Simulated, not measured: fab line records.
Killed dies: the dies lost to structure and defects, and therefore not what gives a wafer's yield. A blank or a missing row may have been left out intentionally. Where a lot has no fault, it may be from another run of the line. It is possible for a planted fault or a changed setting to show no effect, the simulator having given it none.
Code-filled problem report in 8D (eight disciplines) form -- flow berkeleyCmos170 -- the parts of the form that need people (team, actions taken, sign-off) are left out

## 1. THE PROBLEM
Mean NLDD_TW at UCB170_NLDD_TW_MEAS_11: 2101 over 6 wafers in 2 lots; fault-free wafers: 2234, standard deviation 17. Measured from the usual mean, that is -7.8 standard deviations.
The first sign was on wafer L714.1 at day 11 12:54, on filmMetro-03. The record holds 42 wafers of 14 lots with a number at this step. Rule for "out" (also "out of limits"): further than 4 standard deviations from the usual mean. The other wafers with a number count as sound.

## 2. WHAT THIS IS AND IS NOT
question,is,is not
which readings at this step,NLDD_TW,-
which lots,"L714, L719","L698, L700, L701, L702, L703, L704, L706, L708, L709, L711, L716, L720"
which wafers of those lots,all that have a number,-
read on which gauges,"filmMetro-01, filmMetro-03",filmMetro-04
when,from day 11 12:54,up to then (33 sound wafers); but 3 sound wafers of L720 came after

## 3. WHAT RULES OUT EACH SUSPECT
Counting: a tool stays on the suspect list if, at a process step up to the reading, it processed all lots that are out and no sound lot following the first of them.
- ruled out: the gauge at UCB170_NLDD_TW_MEAS_11. The wafers that are out were read on 2 gauges (filmMetro-01, filmMetro-03).
- implanter-01 at UCB170_NLDD_IMPLANT_08: kept. It ran every lot that is out, first L714 (day 11 12:30), and no sound lot after that; its last sound lot up to then is L711 (day 10 02:57). Its own doseIonsCm2, faradayCurrentUA readings are out on those wafers.
The count leaves implanter-01 at UCB170_NLDD_IMPLANT_08.

## 4. THE CAUSE (what the simulator had put in)
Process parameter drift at UCB170_NLDD_IMPLANT_08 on implanter-01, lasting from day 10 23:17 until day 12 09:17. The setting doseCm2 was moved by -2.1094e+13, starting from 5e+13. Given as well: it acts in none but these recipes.
Only this tool survived the counting.

## 5. SEQUENCE OF EFFECTS, ordered by route
Each row: a reading whose mean over the struck wafers that have a number lies more than 3 standard deviations from the usual. Only readings whose record carries a usual standard deviation are examined. hours: median over the lots of the time between each lot's start at the first step of this table that gives one and its start at this step. sigmas: the change, counted in usual standard deviations.
hours,step,reading,usual,on struck wafers,change,sigmas
0,UCB170_NLDD_IMPLANT_08,doseIonsCm2,5e+13,3e+13,-2e+13,-99 or more
0,UCB170_NLDD_IMPLANT_08,faradayCurrentUA,159,91,-68,-21
0,UCB170_NLDD_TW_MEAS_11,NLDD_TW,2234,2101,-133,-7.8
13,UCB170_SDANNEAL_RS_MEAS_05,NLDD_RS,616.1 ohm/sq,721.1,+105.0,+66
Here are the process steps it includes:
- UCB170_NLDD_IMPLANT_08

## 6. WHAT WOULD HAVE CAUGHT IT SOONER
Counted from the fault's start at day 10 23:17, it took 14 hours until the first out-of-limits reading at a measuring or inspecting step in this record, taken at day 11 12:54.
Tool's own readings at UCB170_NLDD_IMPLANT_08, doseIonsCm2, faradayCurrentUA: out on all struck wafers the step has rows for; an alarm limit on them would have tripped on the first.
Among the 2 lots that are out, L719 began UCB170_NLDD_IMPLANT_08 on implanter-01 after day 11 12:54. A tool hold placed at that time would have kept it from harm.
